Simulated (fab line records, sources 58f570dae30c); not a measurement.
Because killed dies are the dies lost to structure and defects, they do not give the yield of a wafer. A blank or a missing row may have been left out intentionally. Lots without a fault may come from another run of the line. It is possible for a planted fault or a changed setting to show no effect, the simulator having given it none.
A lot that was struck, set against a sound lot	flow berkeley_cmos170	15 steps out of a route of 331
Sound: wafers L359.3, L359.4, L359.5. Struck: wafer L366.4. (L366.2, L366.3 of the same lot were not struck and are left out.) The cause comes at the end.
Each step with rows lists, per side, the tool, then ch with its chambers, then its first start. Under that, the readings that differ: sound wafers	struck wafers	difference of the means	sigmas: that difference in standard deviations of wafers without a fault.
alike: readings whose means differ by less than 2 such deviations, and words and numbers that are the same on both sides. not compared: withheld readings, readings that some wafer has no value for, bounds like >300 that may hide the same value, and numbers for which the record gives no deviation and whose values overlap.
Wherever a step has rows on one side only, a row that says differs or no value, or a row with sigmas, the two part there. Non-overlapping numbers with no deviation appear without sigmas and do not part them. A reading that every wafer of one side lacks parts them only if that side has two wafers or more.

UCB170_M1_SPUTTER_00: material Al, target thk 600 nm, time 80 s.
  sound on pvd_sputter-04, day 7 22:11; struck on pvd_sputter-03, day 8 13:59
reading	sound	struck	difference	sigmas
throttle_valve_pct (%)	33.0 29.4 32.6	28.7	-3.0	-2
  alike: chamber_pressure_pa
UCB170_M1_RS_MEAS_01: uses a four-point probe to measure.
  sound on film_metro-01, day 7 22:17; struck on film_metro-01, day 8 14:04
reading	sound	struck	difference	sigmas
M1_AL_RS (ohm/sq)	0.0478 0.0479 0.0483	0.0494	+0.0014	+3
UCB170_M1_THK_MEAS_02: measures by xrf.
  sound on film_metro-01, day 7 22:23; struck on film_metro-01, day 8 14:11
reading	sound	struck	difference	sigmas
M1_AL_THK (nm)	601 599 596	580	-19	-3
then, 6 steps without rows for these wafers: UCB170_M1_COAT_03; UCB170_M1_COAT_04 (resist thk 900 nm); UCB170_M1_SOFTBAKE_05 (time 60 s); UCB170_M1_EXPOSE_06 (exposes mask METAL1, target cd 700 nm); UCB170_M1_PEB_07; UCB170_M1_DEVELOP_08 (develop time 45 s).
UCB170_M1_CD_MEAS_09 targets a cd of 700 nm.
  sound on cd_sem-01, day 7 23:26; struck on cd_sem-02, day 8 16:45
  alike: cd_nm
UCB170_M1_OVL_MEAS_10:
  sound on overlay-01, day 7 23:32; struck on overlay-01, day 8 16:51
  alike: M1_OVL
UCB170_M1_ETCH_11: etches BARC in N2/H2.
  sound on rie_diel-04 ch 1,2,3, day 7 23:34; struck on rie_diel-04 ch 0, day 8 16:53
  alike: drypump_motor_current_A, oes_product_au, rf_fwd_power_W, throttle_valve_pct
UCB170_M1_METAL_ETCH_12: etches Al in Cl2/BCl3, stops on PSG, target depth 780 nm, time 130 s.
  sound on rie_metal-04 ch 0,1, day 7 23:38; struck on rie_metal-04 ch 0, day 8 16:56
reading	sound	struck	difference	sigmas
model.KrF_of_M1_COAT_04.thk_nm (nm)	430.4 433.3 433	387.9	-44.3	
  alike: drypump_motor_current_A, oes_product_au, rf_fwd_power_W, throttle_valve_pct
  not compared: rf_hours_counter_h
UCB170_M1_STRIP_13: strips in O2.
  sound on plasma_asher-02 ch 0,1, day 7 23:46; struck on plasma_asher-02 ch 1, day 8 17:04
  alike: drypump_motor_current_A, o2_flow_sccm, oes_product_au
  not compared: rf_hours_counter_h
next, for these wafers, 1 step has no rows: UCB170_M3_PROBE_99.

## WHERE THEY PART
At UCB170_M1_SPUTTER_00 first; at UCB170_M1_THK_MEAS_02 last (within this record only). Later steps at which nothing parts them and some readings are alike: UCB170_M1_CD_MEAS_09, UCB170_M1_OVL_MEAS_10, UCB170_M1_ETCH_11, UCB170_M1_METAL_ETCH_12, UCB170_M1_STRIP_13.

WHY: the cause the simulator had injected
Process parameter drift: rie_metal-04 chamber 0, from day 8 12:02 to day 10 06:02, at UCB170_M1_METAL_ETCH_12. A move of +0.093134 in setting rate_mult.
